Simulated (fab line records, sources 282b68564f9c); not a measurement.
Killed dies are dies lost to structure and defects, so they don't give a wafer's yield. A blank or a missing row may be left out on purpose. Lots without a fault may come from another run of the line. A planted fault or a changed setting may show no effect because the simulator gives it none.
Chamber matching | flow rit_cmos | RIT_GATE_ETCH_19 on rie_si-01: 4 sister chambers
The step etches poly-Si in SF6/CHF3/O2, stops on SiO2, time 165 s, target depth 312.5 nm. 4 wafers are shown with their chamber, then 7 later ones without.

WAFERS WITH THEIR CHAMBER
wafer  | chamber | throttle_valve_pct (%)
L350.2 | 0       | 10.02
L350.3 | 3       | 10.17
L352.2 | 1       | 10.00
L352.3 | 2       | 10.32

WAFERS WITHOUT THEIR CHAMBER
wafer  | throttle_valve_pct (%)
L352.5 | 10.32
L354.1 | 10.01
L354.4 | 10.30
L354.6 | 10.16
L356.1 | 10.00
L356.3 | 10.33
L356.4 | 10.02

WHICH CHAMBER EACH WENT THROUGH
wafer  | from the rows above     | in truth
L352.5 | 2                       | 2
L354.1 | can't be placed: 0 or 1 | 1
L354.4 | 2                       | 2
L354.6 | 3                       | 3
L356.1 | 1                       | 1
L356.3 | 2                       | 2
L356.4 | 0                       | 0
Placed correctly: 6 of 7. Can't be placed from these rows: 1 (the true chamber is among the candidates in 1). Placed wrongly: 0.
How it was worked out, from the rows above alone: a wafer's distance from a chamber is the root of the sum, over the readings, of the square of ((its reading less the chamber's mean) divided by the reading's scatter). The wafer belongs to the nearest chamber; if the next one is less than 2 further off, it can't be placed. A chamber's mean is the mean of its shown wafers. The scatter: with one shown wafer a chamber, the root of the mean of the squares of how far each hidden wafer lies from its nearest shown one.
